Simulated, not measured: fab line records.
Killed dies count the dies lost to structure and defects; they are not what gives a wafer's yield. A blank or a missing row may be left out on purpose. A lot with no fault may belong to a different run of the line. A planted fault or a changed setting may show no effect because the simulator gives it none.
Struck lot and sound lot, side by side :: flow rit cmos :: 17 out of 202 route steps
Sound: the wafers L359.2, L359.5, L359.6. The struck wafers were L369.1, L369.2, L369.4. The cause is given at the end.
Per side, at each step with rows, come the tool, then ch with its chambers, and then its first start. Under that, the readings that differ: sound wafers :: struck wafers :: difference of the means :: sigmas: that difference in standard deviations of wafers without a fault.
alike: readings with means less than 2 such deviations apart, plus words and numbers identical on both sides. not compared: withheld readings, readings lacking a value on some wafer, bounds such as >300 that could conceal the same value, and numbers that have no deviation in the record and whose values overlap.
The two part at a step that has a row with sigmas, a row that says differs or no value, or rows on one side only. Numbers that have no deviation but don't overlap get no sigmas and don't part them. A reading missing from all wafers of one side parts the sides only when that side holds two or more wafers.

RIT_M1_SPUTTER_00: material Al, target thk 400 nm, time 500 s.
  sound on pvd sputter-03, day 5 11:18; struck on pvd sputter-01, day 7 18:32
  alike: throttle valve pct
RIT_M1_RS_MEAS_01: uses a four-point probe to measure.
  sound on film metro-03, day 5 11:37; struck on film metro-04, day 7 18:50
reading: M1_AL_RS (ohm/sq)
sound: 0.0751 0.0740 0.0750
struck: 0.0731 0.0732 0.0726
difference: -0.0017
sigmas: -3
RIT_M1_THK_MEAS_02: measures by xrf.
  sound on film metro-03, day 5 11:43; struck on film metro-04, day 7 18:58
reading: M1_AL_THK (nm)
sound: 395 401 397
struck: 406 408 410
difference: +10
sigmas: +3
then, 6 steps without rows for these wafers: RIT_M1_HMDS_03 (prime time 60 s); RIT_M1_COAT_04 (resist thk 1300 nm); RIT_M1_SOFTBAKE_05 (time 60 s); RIT_M1_EXPOSE_06 (exposes mask M12, target cd 2600 nm); RIT_M1_PEB_07; RIT_M1_DEVELOP_08 (develop time 68 s).
RIT_M1_CD_MEAS_09 targets a cd of 2600 nm.
  sound on cd sem-01, day 5 12:48; struck on cd sem-02, day 7 19:57
  alike: cd nm
RIT_M1_OVL_MEAS_10:
  sound on overlay-02, day 5 12:54; struck on overlay-02, day 7 20:04
  alike: M1_OVL
then, 1 step without rows for these wafers: RIT_M1_HARDBAKE_11 (time 120 s).
RIT_M1_METAL_ETCH_12: etches Al in Cl2/BCl3, stops on SiO2, time 165 s, target depth 600 nm.
  sound on rie metal-01 ch 0,1, day 5 13:11; struck on rie metal-03 ch 0,1, day 7 20:22
reading: oes product au (a.u.)
sound: 0.790 0.754 0.801
struck: 0.670 0.689 0.666
difference: -0.107
sigmas: -8

reading: over etch frac
sound: 0.5 0.5 0.5
struck: 0.95014 0.95014 0.95014
difference: +0.45014
sigmas: 

reading: model.NOVOLAK_of_M1_COAT_04.thk nm (nm)
sound: 803.3 806.6 805.7
struck: 698.6 716.1 702.5
difference: -99.5
sigmas: 

reading: model.M1.feature depth nm (nm)
sound: 423.1 429.5 425.5
struck: 445.2 444 447.7
difference: +19.6
sigmas: 
  alike: bcl3 flow sccm, drypump motor current A, throttle valve pct
  not compared: rf hours counter h, model.SiO2_of_CONTACT_CVD_00.thk nm
then, 1 step without rows for these wafers: RIT_M1_STRIP_13 (strips in nmp, time 600 s).
RIT_M1_STRIP_14: strips in O2, time 180 s.
  sound on plasma asher-04 ch 0,1, day 5 13:31; struck on plasma asher-04 ch 0,1, day 7 20:41
  alike: drypump motor current A
  not compared: rf hours counter h
RIT_M1_CD_MEAS_90 targets a cd of 2600 nm.
  sound on cd sem-01, day 5 13:43; struck on cd sem-02, day 7 21:10
reading: cd nm (nm)
sound: 2601.7 2603.1 2598.8
struck: 2588.7 2587.5 2588.4
difference: -13.0
sigmas: -5
  not compared: hold
RIT_M1_PROBE_99:
  sound on prober-02, day 5 17:48; struck on prober-01, day 8 00:37
reading: model.etest.antenna m1.vt shift v (V)
sound: -0.008452 -0.0094 -0.0109
struck: - - -
difference: no value on the struck wafers
sigmas: 
  alike: defect limited yield, killed at front end, killed dies, killed open, killed short, sort_bin_3_pad_short, sort_bin_5_function, sort_bin_6_memory, sort n pass, sort yield pct

## WHERE THEY PART
First at RIT_M1_RS_MEAS_01; last, within this record, at RIT_M1_PROBE_99.

WHY: whatever the simulator had introduced
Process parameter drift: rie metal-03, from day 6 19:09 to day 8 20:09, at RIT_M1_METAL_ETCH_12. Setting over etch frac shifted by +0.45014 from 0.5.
